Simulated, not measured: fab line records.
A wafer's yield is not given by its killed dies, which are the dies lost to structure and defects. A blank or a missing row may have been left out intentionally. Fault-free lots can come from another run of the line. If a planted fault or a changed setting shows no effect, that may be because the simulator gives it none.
What tool caused it? / flow berkeleyCmos170 / 14 lots, 42 wafers sampled, at 5 steps of a route of 331

WHAT EACH GAUGE READ, for each wafer
UCB170_NSD_TW_MEAS_10. Usual: NSD_TW 4181, standard deviation 36.
lot=L478; measured=day 6 22:18; on=filmMetro-02; NSD_TW=4153 4168 4164; flag=
lot=L480; measured=day 7 06:50; on=filmMetro-02; NSD_TW=4178 4144 4144; flag=
lot=L479; measured=day 7 06:59; on=filmMetro-01; NSD_TW=4204 4218 4224; flag=
lot=L481; measured=day 8 01:28; on=filmMetro-01; NSD_TW=4229 4253 4245; flag=
lot=L483; measured=day 8 09:56; on=filmMetro-01; NSD_TW=4227 4239 4239; flag=
lot=L487; measured=day 8 15:11; on=filmMetro-03; NSD_TW=30 30 30 30 30 30; flag=OFF
lot=L482; measured=day 8 15:50; on=filmMetro-01; NSD_TW=30 30 30 30 30 30; flag=OFF
lot=L484; measured=day 8 15:34; on=filmMetro-03; NSD_TW=30 30 30 30 30 30; flag=OFF
lot=L486; measured=day 9 06:19; on=filmMetro-02; NSD_TW=4127 4164 4126; flag=
lot=L490; measured=day 10 10:39; on=filmMetro-03; NSD_TW=4151 4173 4157; flag=
lot=L495; measured=day 10 15:47; on=filmMetro-02; NSD_TW=4165 4142 4156; flag=
lot=L493; measured=day 10 16:04; on=filmMetro-02; NSD_TW=4176 4185 4152; flag=
lot=L496; measured=day 11 03:54; on=filmMetro-01; NSD_TW=4191 4187 4184; flag=
lot=L498; measured=day 11 12:41; on=filmMetro-01; NSD_TW=4190 4193 4203; flag=

WHICH TOOL RAN EACH LOT (tool, then ch and the chambers of the sampled wafers, then the start)
lot=L478; UCB170_GATE_ETCH_14=rieDiel-03 ch 0,2,3, day 6 07:47; UCB170_NLDD_STRIP_10=plasmaAsher-01 ch 0, day 6 11:19; UCB170_PSD_STRIP_09=plasmaAsher-01 ch 0,1, day 6 20:16; UCB170_NSD_STRIP_09=plasmaAsher-03 ch 0,1, day 6 22:11
lot=L480; UCB170_GATE_ETCH_14=rieDiel-04 ch 0,1, day 6 17:29; UCB170_NLDD_STRIP_10=plasmaAsher-02 ch 0, day 6 21:57; UCB170_PSD_STRIP_09=plasmaAsher-01 ch 0,1, day 7 03:51; UCB170_NSD_STRIP_09=plasmaAsher-03 ch 0,1, day 7 06:42
lot=L479; UCB170_GATE_ETCH_14=rieDiel-03 ch 0,1,2, day 6 18:00; UCB170_NLDD_STRIP_10=plasmaAsher-01 ch 0,1, day 6 22:35; UCB170_PSD_STRIP_09=plasmaAsher-01 ch 0,1, day 7 04:08; UCB170_NSD_STRIP_09=plasmaAsher-02 ch 0,1, day 7 06:53
lot=L481; UCB170_GATE_ETCH_14=rieDiel-04 ch 1,2, day 7 11:56; UCB170_NLDD_STRIP_10=plasmaAsher-01 ch 1, day 7 16:04; UCB170_PSD_STRIP_09=plasmaAsher-01 ch 1, day 7 22:27; UCB170_NSD_STRIP_09=plasmaAsher-02 ch 0,1, day 8 01:22
lot=L483; UCB170_GATE_ETCH_14=rieDiel-03 ch 0,1, day 7 18:08; UCB170_NLDD_STRIP_10=plasmaAsher-02 ch 0,1, day 7 22:18; UCB170_PSD_STRIP_09=plasmaAsher-03 ch 0,1, day 8 05:53; UCB170_NSD_STRIP_09=plasmaAsher-01 ch 0,1, day 8 09:50
lot=L487; UCB170_GATE_ETCH_14=rieDiel-04 ch 0,1,2, day 8 00:23; UCB170_NLDD_STRIP_10=plasmaAsher-02 ch 0, day 8 05:14; UCB170_PSD_STRIP_09=plasmaAsher-01 ch 0,1, day 8 13:32; UCB170_NSD_STRIP_09=plasmaAsher-03 ch 0,1, day 8 15:05
lot=L482; UCB170_GATE_ETCH_14=rieDiel-03 ch 0,1, day 8 00:40; UCB170_NLDD_STRIP_10=plasmaAsher-01 ch 0,1, day 8 05:31; UCB170_PSD_STRIP_09=plasmaAsher-01 ch 1, day 8 14:08; UCB170_NSD_STRIP_09=plasmaAsher-01 ch 0,1, day 8 15:44
lot=L484; UCB170_GATE_ETCH_14=rieDiel-03 ch 0,2,3, day 8 00:55; UCB170_NLDD_STRIP_10=plasmaAsher-02 ch 0,1, day 8 05:53; UCB170_PSD_STRIP_09=plasmaAsher-03 ch 0,1, day 8 13:47; UCB170_NSD_STRIP_09=plasmaAsher-02 ch 0,1, day 8 15:27
lot=L486; UCB170_GATE_ETCH_14=rieDiel-04 ch 0,2,3, day 8 17:52; UCB170_NLDD_STRIP_10=plasmaAsher-01 ch 0,1, day 8 22:22; UCB170_PSD_STRIP_09=plasmaAsher-01 ch 0,1, day 9 04:25; UCB170_NSD_STRIP_09=plasmaAsher-01 ch 0,1, day 9 06:13
lot=L490; UCB170_GATE_ETCH_14=rieDiel-02 ch 0,2,3, day 9 20:59; UCB170_NLDD_STRIP_10=plasmaAsher-02 ch 0,1, day 10 00:51; UCB170_PSD_STRIP_09=plasmaAsher-03 ch 0,1, day 10 08:01; UCB170_NSD_STRIP_09=plasmaAsher-01 ch 0,1, day 10 10:33
lot=L495; UCB170_GATE_ETCH_14=rieDiel-03 ch 0,1,3, day 10 01:40; UCB170_NLDD_STRIP_10=plasmaAsher-02 ch 0,1, day 10 07:47; UCB170_PSD_STRIP_09=plasmaAsher-04 ch 0,1, day 10 13:07; UCB170_NSD_STRIP_09=plasmaAsher-01 ch 0,1, day 10 15:41
lot=L493; UCB170_GATE_ETCH_14=rieDiel-04 ch 1,2,3, day 10 01:54; UCB170_NLDD_STRIP_10=plasmaAsher-02 ch 0,1, day 10 08:32; UCB170_PSD_STRIP_09=plasmaAsher-01 ch 0,1, day 10 13:28; UCB170_NSD_STRIP_09=plasmaAsher-01 ch 0,1, day 10 15:58
lot=L496; UCB170_GATE_ETCH_14=rieDiel-02 ch 0,1, day 10 10:58; UCB170_NLDD_STRIP_10=plasmaAsher-04 ch 0,1, day 10 19:08; UCB170_PSD_STRIP_09=plasmaAsher-03 ch 0,1, day 11 01:35; UCB170_NSD_STRIP_09=plasmaAsher-02 ch 0,1, day 11 03:48
lot=L498; UCB170_GATE_ETCH_14=rieDiel-03 ch 0,1,2, day 10 23:15; UCB170_NLDD_STRIP_10=plasmaAsher-04 ch 0,1, day 11 03:34; UCB170_PSD_STRIP_09=plasmaAsher-01 ch 0,1, day 11 09:49; UCB170_NSD_STRIP_09=plasmaAsher-03 ch 0,1, day 11 12:31
- UCB170_GATE_ETCH_14: etches BARC in N2/H2.
- UCB170_NLDD_STRIP_10: strips in O2.
- UCB170_PSD_STRIP_09: strips in O2.
- UCB170_NSD_STRIP_09: strips in O2.

WHAT THE TOOLS THEMSELVES READ (means of the sampled wafers that have a number; where no wafer has one, the mark that the record gives instead)
UCB170_GATE_ETCH_14. Usual: drypumpMotorCurrentA 5.8 A, standard deviation 0.47; oesProductAu 1.001 a.u., standard deviation 0.02; throttleValvePct 13.26 %, standard deviation 0.16.
lot=L478; tool=rieDiel-03; drypumpMotorCurrentA (A)=5.7; oesProductAu (a.u.)=1.007; throttleValvePct (%)=13.28; flag=
lot=L480; tool=rieDiel-04; drypumpMotorCurrentA (A)=6.3; oesProductAu (a.u.)=0.990; throttleValvePct (%)=13.29; flag=
lot=L479; tool=rieDiel-03; drypumpMotorCurrentA (A)=5.5; oesProductAu (a.u.)=1.013; throttleValvePct (%)=13.34; flag=
lot=L481; tool=rieDiel-04; drypumpMotorCurrentA (A)=5.6; oesProductAu (a.u.)=1.011; throttleValvePct (%)=13.25; flag=
lot=L483; tool=rieDiel-03; drypumpMotorCurrentA (A)=5.8; oesProductAu (a.u.)=1.012; throttleValvePct (%)=13.30; flag=
lot=L487; tool=rieDiel-04; drypumpMotorCurrentA (A)=5.9; oesProductAu (a.u.)=0.999; throttleValvePct (%)=13.27; flag=
lot=L482; tool=rieDiel-03; drypumpMotorCurrentA (A)=5.7; oesProductAu (a.u.)=1.011; throttleValvePct (%)=13.23; flag=
lot=L484; tool=rieDiel-03; drypumpMotorCurrentA (A)=5.8; oesProductAu (a.u.)=1.017; throttleValvePct (%)=13.28; flag=
lot=L486; tool=rieDiel-04; drypumpMotorCurrentA (A)=5.9; oesProductAu (a.u.)=0.999; throttleValvePct (%)=13.32; flag=
lot=L490; tool=rieDiel-02; drypumpMotorCurrentA (A)=5.8; oesProductAu (a.u.)=0.990; throttleValvePct (%)=13.36; flag=
lot=L495; tool=rieDiel-03; drypumpMotorCurrentA (A)=6.0; oesProductAu (a.u.)=1.003; throttleValvePct (%)=13.18; flag=
lot=L493; tool=rieDiel-04; drypumpMotorCurrentA (A)=5.8; oesProductAu (a.u.)=1.007; throttleValvePct (%)=13.27; flag=
lot=L496; tool=rieDiel-02; drypumpMotorCurrentA (A)=6.1; oesProductAu (a.u.)=0.982; throttleValvePct (%)=13.13; flag=
lot=L498; tool=rieDiel-03; drypumpMotorCurrentA (A)=5.5; oesProductAu (a.u.)=1.022; throttleValvePct (%)=13.34; flag=

UCB170_NLDD_STRIP_10. Usual: chamberPressureMTorr 3500 mTorr, standard deviation 3.3; drypumpMotorCurrentA 5.6 A, standard deviation 0.63; oesProductAu 0.734 a.u., standard deviation 0.0044; stripTimeToEndpointS 21.66 s, standard deviation 0.056.
lot=L478; tool=plasmaAsher-01; chamberPressureMTorr (mTorr)=3499; drypumpMotorCurrentA (A)=6.1; oesProductAu (a.u.)=0.736; stripTimeToEndpointS (s)=21.71; flag=
lot=L480; tool=plasmaAsher-02; chamberPressureMTorr (mTorr)=3496; drypumpMotorCurrentA (A)=6.4; oesProductAu (a.u.)=0.734; stripTimeToEndpointS (s)=21.67; flag=
lot=L479; tool=plasmaAsher-01; chamberPressureMTorr (mTorr)=3504; drypumpMotorCurrentA (A)=5.9; oesProductAu (a.u.)=0.733; stripTimeToEndpointS (s)=21.62; flag=
lot=L481; tool=plasmaAsher-01; chamberPressureMTorr (mTorr)=3497; drypumpMotorCurrentA (A)=5.8; oesProductAu (a.u.)=0.736; stripTimeToEndpointS (s)=21.72; flag=
lot=L483; tool=plasmaAsher-02; chamberPressureMTorr (mTorr)=3501; drypumpMotorCurrentA (A)=5.8; oesProductAu (a.u.)=0.732; stripTimeToEndpointS (s)=21.61; flag=
lot=L487; tool=plasmaAsher-02; chamberPressureMTorr (mTorr)=3503; drypumpMotorCurrentA (A)=6.4; oesProductAu (a.u.)=0.732; stripTimeToEndpointS (s)=21.62; flag=
lot=L482; tool=plasmaAsher-01; chamberPressureMTorr (mTorr)=3497; drypumpMotorCurrentA (A)=5.9; oesProductAu (a.u.)=0.736; stripTimeToEndpointS (s)=21.67; flag=
lot=L484; tool=plasmaAsher-02; chamberPressureMTorr (mTorr)=3499; drypumpMotorCurrentA (A)=5.9; oesProductAu (a.u.)=0.736; stripTimeToEndpointS (s)=21.65; flag=
lot=L486; tool=plasmaAsher-01; chamberPressureMTorr (mTorr)=3501; drypumpMotorCurrentA (A)=6.0; oesProductAu (a.u.)=0.737; stripTimeToEndpointS (s)=21.68; flag=
lot=L490; tool=plasmaAsher-02; chamberPressureMTorr (mTorr)=3500; drypumpMotorCurrentA (A)=5.3; oesProductAu (a.u.)=0.733; stripTimeToEndpointS (s)=21.68; flag=
lot=L495; tool=plasmaAsher-02; chamberPressureMTorr (mTorr)=3499; drypumpMotorCurrentA (A)=5.8; oesProductAu (a.u.)=0.738; stripTimeToEndpointS (s)=21.63; flag=
lot=L493; tool=plasmaAsher-02; chamberPressureMTorr (mTorr)=3499; drypumpMotorCurrentA (A)=5.8; oesProductAu (a.u.)=0.735; stripTimeToEndpointS (s)=21.64; flag=
lot=L496; tool=plasmaAsher-04; chamberPressureMTorr (mTorr)=3498; drypumpMotorCurrentA (A)=5.1; oesProductAu (a.u.)=0.735; stripTimeToEndpointS (s)=21.72; flag=
lot=L498; tool=plasmaAsher-04; chamberPressureMTorr (mTorr)=3501; drypumpMotorCurrentA (A)=5.2; oesProductAu (a.u.)=0.733; stripTimeToEndpointS (s)=21.67; flag=

UCB170_PSD_STRIP_09. Usual: chamberPressureMTorr 3500.1 mTorr, standard deviation 3; drypumpMotorCurrentA 5.96 A, standard deviation 0.28; oesProductAu 0.600 a.u., standard deviation 0.0043; stripTimeToEndpointS 29.40 s, standard deviation 0.069.
lot=L478; tool=plasmaAsher-01; chamberPressureMTorr (mTorr)=3499.9; drypumpMotorCurrentA (A)=5.87; oesProductAu (a.u.)=0.604; stripTimeToEndpointS (s)=29.46; flag=
lot=L480; tool=plasmaAsher-01; chamberPressureMTorr (mTorr)=3497.9; drypumpMotorCurrentA (A)=5.88; oesProductAu (a.u.)=0.603; stripTimeToEndpointS (s)=29.39; flag=
lot=L479; tool=plasmaAsher-01; chamberPressureMTorr (mTorr)=3495.5; drypumpMotorCurrentA (A)=5.89; oesProductAu (a.u.)=0.602; stripTimeToEndpointS (s)=29.48; flag=
lot=L481; tool=plasmaAsher-01; chamberPressureMTorr (mTorr)=3501.7; drypumpMotorCurrentA (A)=5.77; oesProductAu (a.u.)=0.601; stripTimeToEndpointS (s)=29.37; flag=
lot=L483; tool=plasmaAsher-03; chamberPressureMTorr (mTorr)=3500.1; drypumpMotorCurrentA (A)=6.16; oesProductAu (a.u.)=0.599; stripTimeToEndpointS (s)=29.41; flag=
lot=L487; tool=plasmaAsher-01; chamberPressureMTorr (mTorr)=-; drypumpMotorCurrentA (A)=-; oesProductAu (a.u.)=-; stripTimeToEndpointS (s)=-; flag=OFF
lot=L482; tool=plasmaAsher-01; chamberPressureMTorr (mTorr)=-; drypumpMotorCurrentA (A)=-; oesProductAu (a.u.)=-; stripTimeToEndpointS (s)=-; flag=OFF
lot=L484; tool=plasmaAsher-03; chamberPressureMTorr (mTorr)=-; drypumpMotorCurrentA (A)=-; oesProductAu (a.u.)=-; stripTimeToEndpointS (s)=-; flag=OFF
lot=L486; tool=plasmaAsher-01; chamberPressureMTorr (mTorr)=3500.3; drypumpMotorCurrentA (A)=5.90; oesProductAu (a.u.)=0.599; stripTimeToEndpointS (s)=29.40; flag=
lot=L490; tool=plasmaAsher-03; chamberPressureMTorr (mTorr)=3502.7; drypumpMotorCurrentA (A)=6.14; oesProductAu (a.u.)=0.599; stripTimeToEndpointS (s)=29.42; flag=
lot=L495; tool=plasmaAsher-04; chamberPressureMTorr (mTorr)=3500.3; drypumpMotorCurrentA (A)=5.15; oesProductAu (a.u.)=0.602; stripTimeToEndpointS (s)=29.42; flag=
lot=L493; tool=plasmaAsher-01; chamberPressureMTorr (mTorr)=3498.8; drypumpMotorCurrentA (A)=5.89; oesProductAu (a.u.)=0.602; stripTimeToEndpointS (s)=29.41; flag=
lot=L496; tool=plasmaAsher-03; chamberPressureMTorr (mTorr)=3503.1; drypumpMotorCurrentA (A)=6.15; oesProductAu (a.u.)=0.598; stripTimeToEndpointS (s)=29.44; flag=
lot=L498; tool=plasmaAsher-01; chamberPressureMTorr (mTorr)=3501.2; drypumpMotorCurrentA (A)=6.00; oesProductAu (a.u.)=0.600; stripTimeToEndpointS (s)=29.49; flag=

UCB170_NSD_STRIP_09. Usual: chamberPressureMTorr 3500 mTorr, standard deviation 3.4; drypumpMotorCurrentA 5.9 A, standard deviation 0.5; oesProductAu 0.534 a.u., standard deviation 0.0047; stripTimeToEndpointS 35.82 s, standard deviation 0.072.
lot=L478; tool=plasmaAsher-03; chamberPressureMTorr (mTorr)=3499; drypumpMotorCurrentA (A)=6.2; oesProductAu (a.u.)=0.534; stripTimeToEndpointS (s)=35.75; flag=
lot=L480; tool=plasmaAsher-03; chamberPressureMTorr (mTorr)=3496; drypumpMotorCurrentA (A)=6.2; oesProductAu (a.u.)=0.538; stripTimeToEndpointS (s)=35.78; flag=
lot=L479; tool=plasmaAsher-02; chamberPressureMTorr (mTorr)=3499; drypumpMotorCurrentA (A)=5.3; oesProductAu (a.u.)=0.534; stripTimeToEndpointS (s)=35.89; flag=
lot=L481; tool=plasmaAsher-02; chamberPressureMTorr (mTorr)=3496; drypumpMotorCurrentA (A)=5.3; oesProductAu (a.u.)=0.534; stripTimeToEndpointS (s)=35.81; flag=
lot=L483; tool=plasmaAsher-01; chamberPressureMTorr (mTorr)=3500; drypumpMotorCurrentA (A)=6.0; oesProductAu (a.u.)=0.535; stripTimeToEndpointS (s)=35.74; flag=
lot=L487; tool=plasmaAsher-03; chamberPressureMTorr (mTorr)=3498; drypumpMotorCurrentA (A)=6.1; oesProductAu (a.u.)=0.622; stripTimeToEndpointS (s)=62.01; flag=OFF
lot=L482; tool=plasmaAsher-01; chamberPressureMTorr (mTorr)=3499; drypumpMotorCurrentA (A)=6.0; oesProductAu (a.u.)=0.622; stripTimeToEndpointS (s)=62.00; flag=OFF
lot=L484; tool=plasmaAsher-02; chamberPressureMTorr (mTorr)=3501; drypumpMotorCurrentA (A)=5.8; oesProductAu (a.u.)=0.621; stripTimeToEndpointS (s)=62.09; flag=OFF
lot=L486; tool=plasmaAsher-01; chamberPressureMTorr (mTorr)=3502; drypumpMotorCurrentA (A)=5.9; oesProductAu (a.u.)=0.532; stripTimeToEndpointS (s)=35.79; flag=
lot=L490; tool=plasmaAsher-01; chamberPressureMTorr (mTorr)=3499; drypumpMotorCurrentA (A)=5.9; oesProductAu (a.u.)=0.534; stripTimeToEndpointS (s)=35.77; flag=
lot=L495; tool=plasmaAsher-01; chamberPressureMTorr (mTorr)=3502; drypumpMotorCurrentA (A)=5.9; oesProductAu (a.u.)=0.535; stripTimeToEndpointS (s)=35.87; flag=
lot=L493; tool=plasmaAsher-01; chamberPressureMTorr (mTorr)=3502; drypumpMotorCurrentA (A)=6.0; oesProductAu (a.u.)=0.533; stripTimeToEndpointS (s)=35.94; flag=
lot=L496; tool=plasmaAsher-02; chamberPressureMTorr (mTorr)=3499; drypumpMotorCurrentA (A)=5.3; oesProductAu (a.u.)=0.537; stripTimeToEndpointS (s)=35.81; flag=
lot=L498; tool=plasmaAsher-03; chamberPressureMTorr (mTorr)=3501; drypumpMotorCurrentA (A)=6.1; oesProductAu (a.u.)=0.533; stripTimeToEndpointS (s)=35.95; flag=

THE ANSWER, worked out from the rows above alone
Rule: lot off if the mean of its wafers having a number is beyond 3 standard deviations from the usual mean. Also off: a lot with no number at a reading for which 4 or more lots have one. The other lots that the step has rows for count as sound. The gauges are gone through in route order, then the tools' own readings, and for those a lot's mean is taken as printed above. The first step at which some lot is off is used, and at that step the reading that is off furthest; a lot without a number counts as furthest.
Off: L487, L482, L484, seen at UCB170_NSD_TW_MEAS_10 (NSD_TW).
A tool fits if, at a process step before that reading, it ran every lot that is off, and no sound lot after the first of them. Not tried: the gauges at UCB170_NSD_TW_MEAS_10; whatever is off there is also off at UCB170_PSD_STRIP_09, on other tools, and gauge error can't account for it. No candidate that was tried fits.

WHAT THE SIMULATOR HAD PUT IN
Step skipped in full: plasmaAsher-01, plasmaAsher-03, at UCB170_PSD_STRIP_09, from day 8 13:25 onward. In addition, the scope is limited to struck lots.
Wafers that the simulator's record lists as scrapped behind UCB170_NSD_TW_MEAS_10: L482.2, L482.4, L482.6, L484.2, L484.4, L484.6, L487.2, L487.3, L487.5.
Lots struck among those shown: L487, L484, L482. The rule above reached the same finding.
